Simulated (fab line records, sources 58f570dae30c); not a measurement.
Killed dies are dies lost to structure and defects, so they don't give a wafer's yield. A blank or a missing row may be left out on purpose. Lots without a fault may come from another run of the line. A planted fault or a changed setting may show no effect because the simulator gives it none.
Which tool did it? | flow berkeley_cmos170 | 14 lots, 42 wafers sampled, at 4 steps of a route of 331

WHAT THE GAUGES READ, wafer by wafer
UCB170_V1_BOW_MEAS_03.
lot  | measured     | on            | V1_BOW (um)
L494 | day 7 03:44  | film_metro-01 | 24 25 23
L497 | day 7 14:16  | film_metro-04 | 12 27 30
L496 | day 7 14:37  | film_metro-04 | 13 17 16
L495 | day 7 14:52  | film_metro-04 | 23 28 27
L498 | day 8 05:55  | film_metro-04 | 15 37 14
L499 | day 8 05:59  | film_metro-01 | 29 15 11
L502 | day 9 02:25  | film_metro-04 | 16 22 12
L504 | day 9 12:14  | film_metro-04 | 7 21 29
L510 | day 10 16:50 | film_metro-01 | 5 16 23
L509 | day 10 17:07 | film_metro-02 | 20 8 18
L513 | day 11 18:04 | film_metro-01 | 14 9 18
L514 | day 12 02:28 | film_metro-04 | 23 24 19
L515 | day 12 02:28 | film_metro-02 | 26 19 13
L516 | day 12 13:28 | film_metro-02 | 8 22 24

UCB170_V1_OVL_MEAS_13.
lot  | measured     | on         | V1_OVL (nm)
L494 | day 7 05:04  | overlay-02 | 0 8 3
L497 | day 7 15:55  | overlay-01 | -8 -4 -5
L496 | day 7 16:55  | overlay-01 | -1 -5 0
L495 | day 7 17:22  | overlay-02 | -1 -5 1
L498 | day 8 07:16  | overlay-02 | - - -
L499 | day 8 07:55  | overlay-01 | - - -
L502 | day 9 04:13  | overlay-02 | -4 -6 1
L504 | day 9 13:55  | overlay-01 | 6 -1 1
L510 | day 10 18:46 | overlay-02 | -4 -13 -1
L509 | day 10 19:02 | overlay-02 | 15 10 2
L513 | day 11 20:32 | overlay-01 | 4 2 1
L514 | day 12 04:14 | overlay-02 | -1 -4 5
L515 | day 12 03:59 | overlay-01 | 3 -1 2
L516 | day 12 15:06 | overlay-02 | 2 3 1

WHICH TOOL RAN EACH LOT (tool, then ch and the chambers of the sampled wafers, then the start)
lot  | UCB170_V1_CMP_02              | UCB170_V1_DEVELOP_11
L494 | cmp-02 ch 0,2,3, day 7 03:32  | litho_track-04 ch 0, day 7 04:00
L497 | cmp-01 ch 0,2,3, day 7 14:01  | litho_track-01 ch 0, day 7 15:00
L496 | cmp-01 ch 1,2,3, day 7 14:19  | litho_track-01 ch 0, day 7 16:00
L495 | cmp-01 ch 0,3, day 7 14:34    | litho_track-04 ch 0, day 7 17:00
L498 | cmp-01 ch 0,1,2, day 8 05:37  | litho_track-03, day 8 07:00
L499 | cmp-02 ch 0,1,3, day 8 05:47  | litho_track-04, day 8 07:00
L502 | cmp-02 ch 0,2,3, day 9 02:07  | litho_track-04 ch 0, day 9 03:00
L504 | cmp-02 ch 1,2,3, day 9 12:04  | litho_track-04 ch 0, day 9 13:00
L510 | cmp-01 ch 0,1,3, day 10 16:37 | litho_track-03 ch 0, day 10 18:00
L509 | cmp-01 ch 0,1,3, day 10 16:49 | litho_track-04 ch 0, day 10 18:00
L513 | cmp-02 ch 0,2, day 11 17:46   | litho_track-04 ch 0, day 11 20:00
L514 | cmp-01 ch 0,1,3, day 12 02:07 | litho_track-01 ch 0, day 12 04:00
L515 | cmp-02 ch 1,2,3, day 12 02:13 | litho_track-04 ch 0, day 12 03:00
L516 | cmp-02 ch 1,2, day 12 13:06   | litho_track-04 ch 0, day 12 14:00
- UCB170_V1_CMP_02: polishes SiO2.
- UCB170_V1_DEVELOP_11: develop time 45 s.

WHAT THE TOOLS THEMSELVES READ (means of the sampled wafers that have a number; where no wafer has one, the mark that the record gives instead)
UCB170_V1_CMP_02.
lot  | tool   | edge_zone_pressure_frac | motor_current_A (A)
L494 | cmp-02 | 1.000                   | 15.6
L497 | cmp-01 | 1.007                   | 14.9
L496 | cmp-01 | 1.001                   | 14.4
L495 | cmp-01 | 1.006                   | 14.6
L498 | cmp-01 | 0.994                   | 14.4
L499 | cmp-02 | 1.001                   | 16.5
L502 | cmp-02 | 1.005                   | 16.3
L504 | cmp-02 | 0.997                   | 15.8
L510 | cmp-01 | 1.000                   | 14.8
L509 | cmp-01 | 1.004                   | 14.3
L513 | cmp-02 | 0.997                   | 16.2
L514 | cmp-01 | 1.001                   | 14.5
L515 | cmp-02 | 1.004                   | 15.7
L516 | cmp-02 | 0.995                   | 15.2

UCB170_V1_DEVELOP_11.
lot  | tool           | chill_plate_temp_C (C)
L494 | litho_track-04 | 22.97
L497 | litho_track-01 | 23.02
L496 | litho_track-01 | 23.08
L495 | litho_track-04 | 23.00
L498 | litho_track-03 | -
L499 | litho_track-04 | -
L502 | litho_track-04 | 22.90
L504 | litho_track-04 | 22.95
L510 | litho_track-03 | 23.03
L509 | litho_track-04 | 22.97
L513 | litho_track-04 | 22.88
L514 | litho_track-01 | 23.05
L515 | litho_track-04 | 22.94
L516 | litho_track-04 | 23.04

THE ANSWER, worked out from the rows above alone
Rule: what is usual is taken from the lots themselves. Put in order of their means at a reading, lots are off if they are a third of the lots or fewer, leave a main group of 4 or more, and stand apart from it by a gap of 3 or more times the standard deviation of the main group's means; of several such gaps the widest counts. A main group whose means are all the same, to the digits that the tables above print for the reading, isn't used. A lot without any number at a reading at which 4 lots or more have one is off too. The other lots that the step has rows for count as sound. The gauges are gone through in route order, then the tools' own readings, and for those a lot's mean is taken as printed above. The first step at which some lot is off is used, and at that step the reading that is off furthest; a lot without a number counts as furthest.
Off: L498, L499, at UCB170_V1_OVL_MEAS_13 (V1_OVL). Without a number there: L498, L499. The main group: mean 0 nm, standard deviation 4.
A tool fits if, at a process step before that reading, it ran every lot that is off, and no sound lot after the first of them. The gauges at UCB170_V1_OVL_MEAS_13 aren't tried: what is off there is off at UCB170_V1_DEVELOP_11 too, on other tools, and a gauge's error can't cause that. None of those tried fits.

WHAT THE SIMULATOR HAD PUT IN
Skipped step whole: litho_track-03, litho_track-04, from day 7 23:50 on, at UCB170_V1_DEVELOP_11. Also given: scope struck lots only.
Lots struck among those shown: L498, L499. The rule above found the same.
